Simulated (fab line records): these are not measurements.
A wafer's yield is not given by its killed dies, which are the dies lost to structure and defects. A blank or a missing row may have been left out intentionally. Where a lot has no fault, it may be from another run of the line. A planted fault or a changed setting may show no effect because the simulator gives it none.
Split-lot experiment + flow ritCmos + 23 wafers read from 5 lots, route of 202 steps

THE SPLIT ITSELF
At RIT_M1_DEVELOP_08 (develop time 68 s), the setting developTimeS was moved away from the recipe's 68 s on 10 of the 23 wafers read, by -10.5% to +11.8%. For the rest of the wafers, this setting stayed at what the recipe calls for.

Between the split and the reading, the file records no step.

THE READING
At RIT_M1_CD_MEAS_09: cdNm in nanometres, against a target cd of 2600 nm. Typical for fault-free wafers on this fab line: 2600.4 nm, with standard deviation 2 nm.

| wafer  | tool, chamber at the split | developTimeS as run, s | against the recipe | cdNm, nm | against lot-mates on the recipe |
|--------|----------------------------|------------------------|--------------------|----------|---------------------------------|
| L077.1 | lithoTrack-04, 0           | 68                     | recipe             | 2598.1   | -                               |
| L077.2 | lithoTrack-04, 0           | 60.85                  | -10.5%             | 2609.0   | +9.9                            |
| L077.3 | lithoTrack-04, 0           | 68                     | recipe             | 2600.3   | -                               |
| L077.5 | lithoTrack-04, 0           | 60.85                  | -10.5%             | 2607.3   | +8.2                            |
| L077.6 | lithoTrack-04, 0           | 68                     | recipe             | 2599.0   | -                               |
| L079.1 | lithoTrack-01, 0           | 68                     | recipe             | 2599.1   | -                               |
| L079.2 | lithoTrack-01, 0           | 62.62                  | -7.9%              | 2608.0   | +8.9                            |
| L079.4 | lithoTrack-01, 0           | 62.62                  | -7.9%              | 2606.7   | +7.6                            |
| L079.5 | lithoTrack-01, 0           | 68                     | recipe             | 2599.0   | -                               |
| L079.6 | lithoTrack-01, 0           | 62.62                  | -7.9%              | 2606.0   | +6.9                            |
| L082.1 | lithoTrack-04, 0           | 76.04                  | +11.8%             | 2589.5   | -10.4                           |
| L082.2 | lithoTrack-04, 0           | 68                     | recipe             | 2599.1   | -                               |
| L082.3 | lithoTrack-04, 0           | 68                     | recipe             | 2601.5   | -                               |
| L082.4 | lithoTrack-04, 0           | 76.04                  | +11.8%             | 2590.4   | -9.5                            |
| L082.5 | lithoTrack-04, 0           | 68                     | recipe             | 2599.0   | -                               |
| L083.1 | lithoTrack-04, 0           | 68                     | recipe             | 2601.6   | -                               |
| L083.5 | lithoTrack-04, 0           | 68                     | recipe             | 2600.2   | -                               |
| L083.6 | lithoTrack-04, 0           | 68                     | recipe             | 2599.5   | -                               |
| L085.2 | lithoTrack-02, 0           | 62.83                  | -7.6%              | 2606.9   | +7.1                            |
| L085.3 | lithoTrack-02, 0           | 62.83                  | -7.6%              | 2606.5   | +6.7                            |
| L085.4 | lithoTrack-02, 0           | 68                     | recipe             | 2599.0   | -                               |
| L085.5 | lithoTrack-02, 0           | 62.83                  | -7.6%              | 2606.0   | +6.2                            |
| L085.6 | lithoTrack-02, 0           | 68                     | recipe             | 2600.6   | -                               |

FIT RESULTS
A straight line over all 23 wafers: cdNm changes by -0.847 nm for each +1% of developTimeS; r = -0.98; the points scatter about the line by 0.96 nm.
The same after taking each lot's own level away (the mean of its wafers on the recipe; 23 wafers): -0.878 nm for each +1%; r = -0.99; scatter 0.9 nm.
On that fit, the largest move of developTimeS shifts the reading by 10 nm.
Across the lots, their own levels run from 2599.05 to 2600.43 nm, a range of 0.7 times the standard deviation given above.
Hence the lot-to-lot level has little effect on the slope; both slopes agree.
Check: for one of the wafers moved furthest among these (+11.8%), held out of the fit, the line's prediction against its lot-mates is -10.2 nm. Against them it came out at -10.4 nm.

OTHER SPLITS APPLIED TO THESE WAFERS
These wafers also went through other splits before the reading. Each is held against what the fit with the lots' levels taken away leaves over:
| other split on the same wafers  | wafers away from the commonest value | r with cdNm (lot level and that fit taken away) |
|---------------------------------|--------------------------------------|-------------------------------------------------|
| RIT_ACTIVE_OXIDATION_01 oxTimeS | 15                                   | -0.23                                           |
| RIT_ACTIVE_COAT_06 resistThkNm  | 11                                   | -0.02                                           |
| RIT_PRETRO_SOFTBAKE_02 tempC    | 10                                   | +0.05                                           |
| RIT_PRETRO_IMPLANT_08 doseCm2   | 6                                    | -0.06                                           |
| RIT_GATE_EXPOSE_13 doseMj       | 8                                    | +0.08                                           |
| RIT_REOX_OXIDATION_03 tempC     | 18                                   | +0.05                                           |
| RIT_PLDD_SOFTBAKE_02 tempC      | 8                                    | -0.08                                           |
| RIT_PLDD_IMPLANT_08 energyKev   | 7                                    | +0.16                                           |
| RIT_SPACER_CVD_03 pressureMtorr | 18                                   | -0.19                                           |
| RIT_PSD_HARDBAKE_07 tempC       | 3                                    | +0.40                                           |

FILE'S OWN FIT
cdNm changes by -0.876 nm for each +1% of developTimeS, r = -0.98.
